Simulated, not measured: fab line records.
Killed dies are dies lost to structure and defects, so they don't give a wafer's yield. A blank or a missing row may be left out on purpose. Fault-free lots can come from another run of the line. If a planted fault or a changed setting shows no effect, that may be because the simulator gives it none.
Problem report, 8D (eight disciplines) form, completed by code || flow rit cmos || the parts of the form that need people (team, actions taken, sign-off) are left out

== 1. THE PROBLEM ==
A mean of 1960.2 W is read at RIT_M1_SPUTTER_00 for cathode dc power W, taken on 1 wafer of 1 lot, against 2000.0 W (standard deviation 0.38) on wafers free of any fault. So: -99 or more standard deviations from the usual mean.
The step: material Al, target thk 400 nm, time 500 s.
Earliest sighting: wafer L231.4 on pvd sputter-03 at day 6 11:16. The record has a number at this step for 15 wafers belonging to 5 lots. Rule for "out" (also "out of limits"): further than 4 standard deviations from the usual mean. All remaining wafers that have a number are taken as sound.

== 2. WHAT IT IS AND WHAT IT IS NOT ==
{"question": "which readings at this step", "is": "cathode dc power W", "is not": "-"}
{"question": "which lots", "is": "L231", "is not": "L217, L219, L226, L238"}
{"question": "which wafers of those lots", "is": "L231.4", "is not": "L231.1, L231.6"}
{"question": "read on which tools", "is": "pvd sputter-03", "is not": "pvd sputter-01, pvd sputter-04"}
{"question": "when", "is": "from day 6 11:16", "is not": "up to then (11 sound wafers); but 3 sound wafers of L238 came after"}

== 3. WHAT RULES OUT EACH SUSPECT ==
Counting: any tool at a process step up to the reading remains a suspect provided it ran every lot that is out. Sound lots after the first of them don't rule it out here, since some wafers of a struck lot are sound.
- rie diel-03 at RIT_CONTACT_ETCH_11 (etches SiO2 in CHF3/CF4/Ar, stops on TiSi2, target depth 480 nm, time 320 s): kept. It processed L231, the lot that is out, at day 6 10:25, and its most recent sound lot before then was L226 at day 5 13:13.
- plasma asher-02 at RIT_CONTACT_STRIP_12 (strips in O2, time 180 s): kept. It processed L231, the lot that is out, at day 6 10:37, and its most recent sound lot before then was L226 at day 5 13:25.
- pvd sputter-03 at RIT_M1_SPUTTER_00 (material Al, target thk 400 nm, time 500 s): kept. It processed L231, the lot that is out, at day 6 11:16, and its most recent sound lot before then was L219 at day 3 20:29. Out on those wafers are its own readings of cathode dc power W.
- rie diel-03, RIT_CONTACT_ETCH_11: wafers that are out in chamber 3, sound lot-mates in chambers 1, 2.
- Within plasma asher-02 at RIT_CONTACT_STRIP_12: the wafers that are out ran in chamber 0; their sound lot-mates ran in chamber 1.
The count leaves rie diel-03 at RIT_CONTACT_ETCH_11, plasma asher-02 at RIT_CONTACT_STRIP_12, and pvd sputter-03 at RIT_M1_SPUTTER_00.

== 4. THE CAUSE (what the simulator had put in) ==
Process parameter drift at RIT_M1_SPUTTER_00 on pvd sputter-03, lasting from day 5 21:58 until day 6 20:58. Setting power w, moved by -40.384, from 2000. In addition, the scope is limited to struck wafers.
Counting left 3 suspects, and this tool is among them.

== 5. THE EFFECT CHAIN, in route order ==
Rows list readings where the struck wafers' mean (over those with a number) sits beyond 3 standard deviations from the usual. Only readings for which the record gives a usual standard deviation are gone through. hours: the time from each lot's start at the first step in this table that gives one to its start at this step, as a median over the lots. sigmas: the change in usual standard deviations.
{"hours": 0, "step": "RIT_M1_SPUTTER_00", "reading": "cathode dc power W", "usual": "2000.0 W", "on struck wafers": 1960.2, "change": -39.8, "sigmas": "-99 or more"}
Process steps it contains:
- RIT_M1_SPUTTER_00: material Al, target thk 400 nm, time 500 s.
Later steps that measure or inspect, where all struck wafers having a row at the step show a number for every such reading and not one has moved that far: RIT_M1_RS_MEAS_01, RIT_M1_THK_MEAS_02, RIT_M1_CD_MEAS_09, RIT_M1_OVL_MEAS_10.

== 6. HOW IT WOULD HAVE BEEN CAUGHT EARLIER ==
In this record no reading fell out of limits until day 6 11:16, 13 hours after the fault had begun at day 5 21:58.
